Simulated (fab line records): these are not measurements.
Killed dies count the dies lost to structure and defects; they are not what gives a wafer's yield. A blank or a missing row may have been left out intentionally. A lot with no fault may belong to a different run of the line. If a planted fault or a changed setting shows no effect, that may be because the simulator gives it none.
One fault seen from 2 desks    flow berkeleyCmos170    every desk sees just its own numbers, and what lay behind them comes last

## AT THE METROLOGY DESK
What the gauges read for every lot (on any tool): the sampled wafers with a number, averaged. Marked OUT: a lot whose mean sits more than 4 standard deviations from the usual mean, which makes it out of limits; the brackets give that distance.
Columns: A = PWELL_OXIDE_THK at UCB170_PWELL_THK_MEAS_03, usual 26.4 nm; B = SCREENOX_OXIDE_THK at UCB170_SCREENOX_THK_MEAS_02, usual 14.46 nm
lot   first seen here  A     B
L609  day 2 17:25      26.0  14.72
L610  day 3 01:29      26.3  14.65
L611  day 3 09:17      25.7  13.98
L612  day 3 09:17      26.2  14.55
L613  day 3 16:09      25.5  14.15
L614  day 4 00:10      26.2  14.50
L615  day 4 00:10      27.1  14.21
L618  day 4 13:52      26.2  14.66
L623  day 5 16:53      26.8  14.53
L624  day 6 03:00      26.3  14.18
L625  day 6 06:58      25.8  14.41
L628  day 6 21:55      26.4  14.25
L630  day 7 04:11      26.8  15.03
L631  day 7 04:12      25.9  14.89
This desk's finding: nothing out of limits on any of the 14 lots.

## FOR THE TOOL OWNER'S DESK: furnace-01
The tool's own readings at UCB170_PWELL_ANNEAL_04 (time 900 s): means of the sampled wafers that have a number, for each lot that ran on this tool. Marked OUT: a lot whose mean sits more than 4 standard deviations from the usual mean, which makes it out of limits; the brackets give that distance.
Columns: A = spikeTcCentreC at UCB170_PWELL_ANNEAL_04, usual 1001.8 C; B = spikeTcLoadC at UCB170_PWELL_ANNEAL_04, usual 1022.9 C; C = spikeTcSourceC at UCB170_PWELL_ANNEAL_04, usual 1024.3 C; D = tubeCenterTempC at UCB170_PWELL_ANNEAL_04, usual 999.99 C; E = tube_center_temp_C_max at UCB170_PWELL_ANNEAL_04, usual 1002.6; F = zonePowerCentrePct at UCB170_PWELL_ANNEAL_04, usual 48.2 %
lot   first seen here  A                  B       C                  D                  E                 F
L610  day 3 04:06      1001.1             1021.1  1023.7             1000.03            1002.4            47.5
L611  day 3 13:11      1001.0             1022.3  1023.8             1000.05            1002.1            47.0
L612  day 3 13:11      1000.7             1021.8  1024.1             999.99             1002.6            46.9
L613  day 3 18:37      1001.3             1021.4  1024.8             1000.10            1002.8            47.4
L614  day 4 01:47      1000.3             1021.8  1025.4             999.93             1002.9            46.7
L615  day 4 01:47      1000.3             1021.6  1024.5             1000.02            1002.7            47.1
L618  day 4 17:20      1001.1             1022.3  1024.6             999.97             1002.4            47.3
L623  day 5 20:24      1008.8 (+5.0) OUT  1029.7  1032.4 (+7.4) OUT  1007.00 (+72) OUT  1009.5 (+15) OUT  47.6
L624  day 6 06:57      1009.6 (+5.6) OUT  1029.6  1031.6 (+6.7) OUT  1007.20 (+74) OUT  1010.1 (+17) OUT  48.1
This desk finds L623, L624 out of limits, L623 being first, at day 5 20:24 (spikeTcCentreC at UCB170_PWELL_ANNEAL_04). L610, L611, L612, L613, L614, L615, L618: within limits.

## PUT TOGETHER
The tool owner's desk had the chance to raise an alarm at day 5 20:24 on L623, L624.
From the metrology desk's view, nothing was out of limits.
The metrology desk has L623, L624 on record, within its limits.
UCB170_PWELL_ANNEAL_04 was run on furnace-01 by each of the lots named.

## WHAT THE SIMULATOR HAD PUT IN
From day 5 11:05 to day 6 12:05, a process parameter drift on furnace-01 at UCB170_PWELL_ANNEAL_04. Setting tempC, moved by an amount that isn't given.
Shown lots that were struck: L623, L624.
Time in hours from fault onset to the first out-of-limits reading at each desk: the tool owner's desk, 9.
